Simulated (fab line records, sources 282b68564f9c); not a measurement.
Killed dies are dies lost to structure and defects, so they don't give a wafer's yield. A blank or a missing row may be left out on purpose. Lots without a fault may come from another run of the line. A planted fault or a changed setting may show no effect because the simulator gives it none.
A struck lot beside a sound one | flow rit_cmos | 43 steps out of a route of 202
Sound: wafers L787.1, L787.2, L787.3. Struck: wafers L798.1, L798.3, L798.5. The cause comes at the end.
At each step with rows: each side's tool, then ch and its chambers, then its first start. Under that, the readings that differ: sound wafers | struck wafers | difference of the means | sigmas: that difference in standard deviations of wafers without a fault.
alike: readings whose means differ by less than 2 such deviations, and words and numbers that are the same on both sides. not compared: withheld readings, readings that some wafer has no value for, bounds like >300 that may hide the same value, and numbers for which the record gives no deviation and whose values overlap.
The two part at a step that has a row with sigmas, a row that says differs or no value, or rows on one side only. Numbers that don't overlap but have no deviation are shown without sigmas and don't part them. A reading that every wafer of one side lacks parts them only if that side has two wafers or more.

first, 5 steps without rows for these wafers: RIT_GATE_COAT_11 (resist thk 850 nm); RIT_GATE_SOFTBAKE_12 (time 60 s); RIT_GATE_EXPOSE_13 (exposes mask M6, target cd 150 nm); RIT_GATE_PEB_14; RIT_GATE_DEVELOP_15 (develop time 50 s).
RIT_GATE_CD_MEAS_16: target cd 150 nm.
  sound on cd_sem-01, day 3 20:09; struck on cd_sem-02, day 5 21:55
  alike: cd_nm
RIT_GATE_OVL_MEAS_17:
  sound on overlay-01, day 3 20:16; struck on overlay-02, day 5 22:02
  alike: GATE_OVL
then, 1 step without rows for these wafers: RIT_GATE_HARDBAKE_18 (time 60 s).
RIT_GATE_ETCH_19: etches poly-Si in SF6/CHF3/O2, stops on SiO2, time 165 s, target depth 312.5 nm.
  sound on rie_si-02 ch 1,2,3, day 3 20:27; struck on rie_si-01 ch 0,2, day 5 22:13
  alike: drypump_motor_current_A, oes_product_au, throttle_valve_pct
  not compared: rf_hours_counter_h
RIT_GATE_STRIP_20: strips in O2, time 180 s.
  sound on plasma_asher-02 ch 0,1, day 3 20:34; struck on plasma_asher-02 ch 0,1, day 5 22:20
  alike: drypump_motor_current_A
  not compared: rf_hours_counter_h
RIT_GATE_CD_MEAS_90: target cd 150 nm.
  sound on cd_sem-01, day 3 20:44; struck on cd_sem-01, day 5 22:31
  alike: cd_nm
then, 1 step without rows for these wafers: RIT_REOX_CLEAN_00 (cleans in SC1, time 600 s).
RIT_REOX_CLEAN_01: cleans in dHF, time 30 s.
  sound on wet_bench-02 ch 1, day 3 21:04; struck on wet_bench-02 ch 0, day 5 23:01
then, 2 steps without rows for these wafers: RIT_REOX_CLEAN_02 (cleans in SC2, time 600 s); RIT_REOX_OXIDATION_03 (target thk 25.2 nm, ox time 5580 s).
RIT_REOX_THK_MEAS_04:
  sound on film_metro-02, day 4 00:31; struck on film_metro-03, day 6 01:58
  alike: REOX_OXIDE_THK
then, 6 steps without rows for these wafers: RIT_NLDD_HMDS_00 (prime time 60 s); RIT_NLDD_COAT_01 (resist thk 1000 nm); RIT_NLDD_SOFTBAKE_02 (time 60 s); RIT_NLDD_EXPOSE_03 (exposes mask M7, target cd 40700 nm); RIT_NLDD_PEB_04; RIT_NLDD_DEVELOP_05 (develop time 50 s).
RIT_NLDD_OVL_MEAS_06:
  sound on overlay-02, day 4 01:25; struck on overlay-01, day 6 03:05
  alike: NLDD_OVL
then, 2 steps without rows for these wafers: RIT_NLDD_HARDBAKE_07 (time 60 s); RIT_NLDD_IMPLANT_08.
RIT_NLDD_STRIP_09: strips in O2, time 180 s.
  sound on plasma_asher-02 ch 0,1, day 4 01:45; struck on plasma_asher-01 ch 0,1, day 6 03:26
  alike: drypump_motor_current_A
  not compared: rf_hours_counter_h
RIT_NLDD_TW_MEAS_10:
  sound on film_metro-04, day 4 01:56; struck on film_metro-03, day 6 03:36
  alike: NLDD_TW
then, 6 steps without rows for these wafers: RIT_PLDD_HMDS_00 (prime time 60 s); RIT_PLDD_COAT_01 (resist thk 1000 nm); RIT_PLDD_SOFTBAKE_02 (time 60 s); RIT_PLDD_EXPOSE_03 (exposes mask M8, target cd 40900 nm); RIT_PLDD_PEB_04; RIT_PLDD_DEVELOP_05 (develop time 50 s).
RIT_PLDD_OVL_MEAS_06:
  sound on overlay-02, day 4 02:50; struck on overlay-01, day 6 04:35
  alike: PLDD_OVL
then, 2 steps without rows for these wafers: RIT_PLDD_HARDBAKE_07 (time 60 s); RIT_PLDD_IMPLANT_08.
RIT_PLDD_STRIP_09: strips in O2, time 180 s.
  sound on plasma_asher-01 ch 0,1, day 4 03:10; struck on plasma_asher-03 ch 0,1, day 6 04:56
  alike: drypump_motor_current_A
  not compared: rf_hours_counter_h
RIT_PLDD_TW_MEAS_10:
  sound on film_metro-04, day 4 03:21; struck on film_metro-03, day 6 05:06
  alike: PLDD_TW
then, 4 steps without rows for these wafers: RIT_SPACER_CLEAN_00 (cleans in SC1, time 600 s); RIT_SPACER_CLEAN_01 (cleans in dHF, time 30 s); RIT_SPACER_CLEAN_02 (cleans in SC2, time 600 s); RIT_SPACER_CVD_03 (deposits Si3N4 from SiH2Cl2/NH3, target thk 250 nm, time 3300 s).
RIT_M1_PROBE_99:
  sound on prober-01, day 4 17:13; struck on prober-02, day 6 19:07
  reading             | sound | struck | difference | sigmas
  killed_at_front_end | 5 7 7 | 31 41  | +30        | +10
  killed_dies         | 5 7 7 | 31 41  | +30        | +10
  alike: killed_at_contacts, killed_on_rim, killed_open, killed_short

WHERE THEY PART
Only at RIT_M1_PROBE_99, within this record.

WHY: what the simulator had put in
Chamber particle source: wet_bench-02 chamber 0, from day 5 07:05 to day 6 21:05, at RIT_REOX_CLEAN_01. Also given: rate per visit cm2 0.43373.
